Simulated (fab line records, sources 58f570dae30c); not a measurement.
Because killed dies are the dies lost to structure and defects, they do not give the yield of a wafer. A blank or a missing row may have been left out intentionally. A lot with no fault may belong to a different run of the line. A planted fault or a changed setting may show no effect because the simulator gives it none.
The tool behind it: which one? + flow berkeley-cmos170 + 21 wafers from 7 lots sampled at 2 of the route's 331 steps

WHAT THE GAUGES SHOWED, per wafer
UCB170_V1_THK_MEAS_01.
| lot  | measured     | on            | V1_TEOS_THK (nm) |
|------|--------------|---------------|------------------|
| L224 | day 8 20:06  | film-metro-04 | 1968 1960 2010   |
| L228 | day 9 00:06  | film-metro-04 | 1990 2025 2046   |
| L229 | day 9 12:58  | film-metro-03 | 2030 1984 2026   |
| L231 | day 9 14:17  | film-metro-03 | 1956 1999 1988   |
| L238 | day 10 17:41 | film-metro-04 | 1998 1984 2029   |
| L244 | day 11 16:08 | film-metro-04 | 1964 2008 2009   |
| L240 | day 12 03:33 | film-metro-02 | 1966 1942 1963   |

EACH LOT AND THE TOOL THAT RAN IT (in order: tool; ch and the chambers of the sampled wafers; start)
| lot  | UCB170_CONTACT_RTA_08            |
|------|----------------------------------|
| L224 | rtp-anneal-01 ch 0, day 8 14:23  |
| L228 | rtp-anneal-02 ch 0, day 8 16:41  |
| L229 | rtp-anneal-02 ch 0, day 9 03:55  |
| L231 | rtp-anneal-02 ch 0, day 9 07:25  |
| L238 | rtp-anneal-02 ch 0, day 10 12:11 |
| L244 | rtp-anneal-01 ch 0, day 11 09:49 |
| L240 | rtp-anneal-02 ch 0, day 11 21:42 |
- UCB170_CONTACT_RTA_08: time 10 s.

THE ANSWER, worked out from the rows above alone
Rule: what is usual is taken from the lots themselves. The widest of any qualifying gaps counts: lots, ordered by their means at a reading, are off when they make up no more than a third of the lots, leave a main group of 4 or more, and stand apart from it by 3 or more times the standard deviation of that group's means. Not used: any main group whose means are identical at the precision the tables above print for the reading. A lot without any number at a reading at which 4 lots or more have one is off too. The other lots that the step has rows for count as sound.
Across all readings shown, no lot is off: no conclusion can be drawn from this.

WHAT THE SIMULATOR PUT IN
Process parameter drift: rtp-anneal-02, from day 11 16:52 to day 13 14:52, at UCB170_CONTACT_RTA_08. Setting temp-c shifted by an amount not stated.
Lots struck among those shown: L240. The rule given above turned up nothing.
